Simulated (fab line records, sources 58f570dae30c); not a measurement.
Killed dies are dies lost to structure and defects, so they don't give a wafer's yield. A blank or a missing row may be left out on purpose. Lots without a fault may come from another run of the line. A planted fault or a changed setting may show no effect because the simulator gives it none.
One fault seen from 2 desks | flow berkeley_cmos170 | each desk has only its own numbers; what lay behind them comes last

THE METROLOGY DESK
What the gauges read, lot by lot, whatever tool the lot ran on: means of the sampled wafers that have a number. A lot is out of limits, marked OUT, if its mean lies more than 4 standard deviations from the usual mean; the brackets give that distance.
Columns: A = SPACER_TEOS_THK at UCB170_SPACER_THK_MEAS_01, usual 379 nm; B = M1_AL_RS at UCB170_M1_RS_MEAS_01, usual 0.0482 ohm/sq; C = M1_AL_THK at UCB170_M1_THK_MEAS_02, usual 610 nm; D = M1_OVL at UCB170_M1_OVL_MEAS_10, usual 2 nm
lot  | first seen here | A   | B                | C             | D
L665 | day 6 02:07     | 378 | 0.0481           | 616           | 3
L664 | day 6 06:01     | 378 | 0.0488           | 602           | 1
L666 | day 6 22:14     | 385 | 0.0481           | 605           | 2
L668 | day 7 08:59     | 370 | 0.0482           | 603           | 10
L667 | day 7 09:43     | 383 | 0.0490           | 605           | -1
L676 | day 7 21:42     | 378 | 0.0482           | 606           | 7
L674 | day 7 22:05     | 376 | 0.0480           | 617           | -3
L671 | day 7 23:31     | 378 | 0.0702 (+54) OUT | 420 (-30) OUT | -0
L675 | day 8 15:37     | 377 | 0.0707 (+55) OUT | 416 (-31) OUT | 2
L680 | day 9 14:35     | 380 | 0.0482           | 611           | 1
L682 | day 10 04:13    | 379 | 0.0483           | 613           | -1
L684 | day 10 04:29    | 378 | 0.0483           | 599           | 5
L686 | day 10 15:55    | 377 | 0.0478           | 606           | 1
L685 | day 10 15:56    | 376 | 0.0481           | 609           | 3
This desk's finding: out of limits on L671, L675; first on L671, day 8 15:19 (M1_AL_RS at UCB170_M1_RS_MEAS_01). In limits: L665, L664, L666, L668, L667, L676, L674, L680, L682, L684, L686, L685.

THE TOOL OWNER'S DESK: pvd_sputter-02
The tool's own readings at UCB170_M1_SPUTTER_00 (material Al, target thk 600 nm, time 80 s): means of the sampled wafers that have a number, for each lot that ran on this tool. A lot is out of limits, marked OUT, if its mean lies more than 4 standard deviations from the usual mean; the brackets give that distance.
Columns: A = cathode_dc_power_W at UCB170_M1_SPUTTER_00, usual 6000.0 W; B = throttle_valve_pct at UCB170_M1_SPUTTER_00, usual 30.2 %
lot  | first seen here | A      | B
L665 | day 6 18:14     | 5999.4 | 30.2
L671 | day 8 15:15     | 6000.3 | 30.2
L675 | day 9 11:37     | 5999.6 | 30.8
This desk's finding: nothing out of limits on any of the 3 lots.

PUT TOGETHER
The metrology desk could have raised an alarm at day 8 15:19, on L671, L675.
The tool owner's desk saw nothing out of limits.
The tool owner's desk has L671, L675 on record, within its limits.
Of the lots named, all ran UCB170_M1_SPUTTER_00 on pvd_sputter-02.

WHAT THE SIMULATOR HAD PUT IN
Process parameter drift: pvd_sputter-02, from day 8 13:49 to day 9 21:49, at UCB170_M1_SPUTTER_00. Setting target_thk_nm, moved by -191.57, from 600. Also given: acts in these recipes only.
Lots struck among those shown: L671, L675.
Hours from the fault's start to each desk's first reading out of limits: the metrology desk, 1.
